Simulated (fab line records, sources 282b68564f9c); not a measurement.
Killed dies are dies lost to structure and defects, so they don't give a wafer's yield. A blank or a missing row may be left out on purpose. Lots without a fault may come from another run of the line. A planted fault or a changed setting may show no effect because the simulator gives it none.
Which tool did it? | flow rit_cmos | 7 lots, 21 wafers sampled, at 2 steps of a route of 202

WHAT THE GAUGES READ, wafer by wafer
RIT_SPACER_THK_MEAS_04.
lot  | measured    | on            | SPACER_NITRIDE_THK (nm)
L855 | day 3 07:56 | film_metro-04 | 251.3 250.6 252.1
L860 | day 4 04:34 | film_metro-04 | 210.5 210.6 211.3
L863 | day 4 18:11 | film_metro-01 | 211.1 208.8 213.0
L867 | day 5 14:28 | film_metro-01 | 248.7 249.3 252.2
L870 | day 6 06:02 | film_metro-01 | 250.9 250.9 249.9
L873 | day 6 21:00 | film_metro-01 | 246.9 247.0 248.4
L875 | day 7 07:30 | film_metro-04 | 249.4 250.0 248.9

WHICH TOOL RAN EACH LOT (tool, then ch and the chambers of the sampled wafers, then the start)
lot  | RIT_SPACER_CVD_03
L855 | lpcvd-02 ch 0, day 3 06:02
L860 | lpcvd-02 ch 0, day 4 02:38
L863 | lpcvd-02 ch 0, day 4 16:16
L867 | lpcvd-02 ch 1, day 5 12:32
L870 | lpcvd-02 ch 1, day 6 04:06
L873 | lpcvd-01 ch 0, day 6 19:05
L875 | lpcvd-02 ch 1, day 7 05:35
- RIT_SPACER_CVD_03: deposits Si3N4 from SiH2Cl2/NH3, target thk 250 nm, time 3300 s.

THE ANSWER, worked out from the rows above alone
Rule: what is usual is taken from the lots themselves. Put in order of their means at a reading, lots are off if they are a third of the lots or fewer, leave a main group of 4 or more, and stand apart from it by a gap of 3 or more times the standard deviation of the main group's means; of several such gaps the widest counts. A main group whose means are all the same, to the digits that the tables above print for the reading, isn't used. A lot without any number at a reading at which 4 lots or more have one is off too. The other lots that the step has rows for count as sound.
Off: L860, L863, at RIT_SPACER_THK_MEAS_04 (SPACER_NITRIDE_THK). The main group: mean 249.8 nm, standard deviation 1.3.
A tool fits if, at a process step before that reading, it ran every lot that is off, and no sound lot after the first of them. The gauges at RIT_SPACER_THK_MEAS_04 are tried like those tools. None of those tried fits.

WHAT THE SIMULATOR HAD PUT IN
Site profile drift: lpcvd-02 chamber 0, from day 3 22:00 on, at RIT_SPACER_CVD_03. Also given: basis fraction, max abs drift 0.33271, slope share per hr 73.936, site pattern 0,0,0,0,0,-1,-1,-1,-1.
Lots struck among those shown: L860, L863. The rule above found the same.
